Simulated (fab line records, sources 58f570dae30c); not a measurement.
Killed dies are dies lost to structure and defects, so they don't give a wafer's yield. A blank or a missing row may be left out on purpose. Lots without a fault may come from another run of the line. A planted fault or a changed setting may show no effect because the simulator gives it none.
Which tool did it? | flow berkeley_cmos170 | 14 lots, 42 wafers sampled, at 1 step of a route of 331

WHAT THE GAUGES READ, wafer by wafer
The record holds no reading of a measuring or inspecting step that can be judged against a usual standard deviation.

WHICH TOOL RAN EACH LOT (tool, then ch and the chambers of the sampled wafers, then the start)
lot  | UCB170_PWELL_EXPOSE_10
L549 | krf_scanner-02 ch 0, day 3 06:45
L550 | krf_scanner-01 ch 0, day 3 21:35
L552 | krf_scanner-02 ch 0, day 4 11:20
L554 | krf_scanner-01 ch 0, day 4 16:48
L558 | krf_scanner-01 ch 0, day 5 13:29
L563 | krf_scanner-02, day 5 21:16
L562 | krf_scanner-01, day 6 04:48
L564 | krf_scanner-01 ch 0, day 6 09:27
L565 | krf_scanner-01 ch 0, day 6 21:11
L567 | krf_scanner-01 ch 0, day 6 21:25
L568 | krf_scanner-02 ch 0, day 7 05:02
L570 | krf_scanner-02 ch 0, day 7 18:46
L571 | krf_scanner-01 ch 0, day 8 03:06
L572 | krf_scanner-01 ch 0, day 8 03:20
- UCB170_PWELL_EXPOSE_10: exposes mask PWELL, target cd 3000 nm.

WHAT THE TOOLS THEMSELVES READ (means of the sampled wafers that have a number; where no wafer has one, the mark that the record gives instead)
UCB170_PWELL_EXPOSE_10. Usual: exposure_dose_mJ_cm2 18.999, standard deviation 0.019; focus_offset_nm 0.1 nm, standard deviation 0.5.
lot  | tool           | exposure_dose_mJ_cm2 | focus_offset_nm (nm) | flag
L549 | krf_scanner-02 | 18.996               | 0.6                  |
L550 | krf_scanner-01 | 18.995               | 0.0                  |
L552 | krf_scanner-02 | 18.984               | -0.4                 |
L554 | krf_scanner-01 | 19.015               | 0.0                  |
L558 | krf_scanner-01 | 19.010               | 0.1                  |
L563 | krf_scanner-02 | -                    | -                    | OFF
L562 | krf_scanner-01 | -                    | -                    | OFF
L564 | krf_scanner-01 | 19.008               | 0.3                  |
L565 | krf_scanner-01 | 19.008               | -0.6                 |
L567 | krf_scanner-01 | 18.986               | -0.3                 |
L568 | krf_scanner-02 | 19.040               | 0.2                  |
L570 | krf_scanner-02 | 19.012               | 0.6                  |
L571 | krf_scanner-01 | 19.027               | 0.2                  |
L572 | krf_scanner-01 | 18.994               | 0.0                  |

THE ANSWER, worked out from the rows above alone
Rule: a lot is off if the mean of its wafers that have a number lies more than 3 standard deviations from the usual mean. A lot without any number at a reading at which 4 lots or more have one is off too. The other lots that the step has rows for count as sound. The gauges are gone through in route order, then the tools' own readings, and for those a lot's mean is taken as printed above. The first step at which some lot is off is used, and at that step the reading that is off furthest; a lot without a number counts as furthest.
Off: L563, L562, at UCB170_PWELL_EXPOSE_10 (exposure_dose_mJ_cm2). Without a number there: L563, L562.
A tool fits if, at that step or a process step before it, it ran every lot that is off, and no sound lot after the first of them. None of those tried fits.

WHAT THE SIMULATOR HAD PUT IN
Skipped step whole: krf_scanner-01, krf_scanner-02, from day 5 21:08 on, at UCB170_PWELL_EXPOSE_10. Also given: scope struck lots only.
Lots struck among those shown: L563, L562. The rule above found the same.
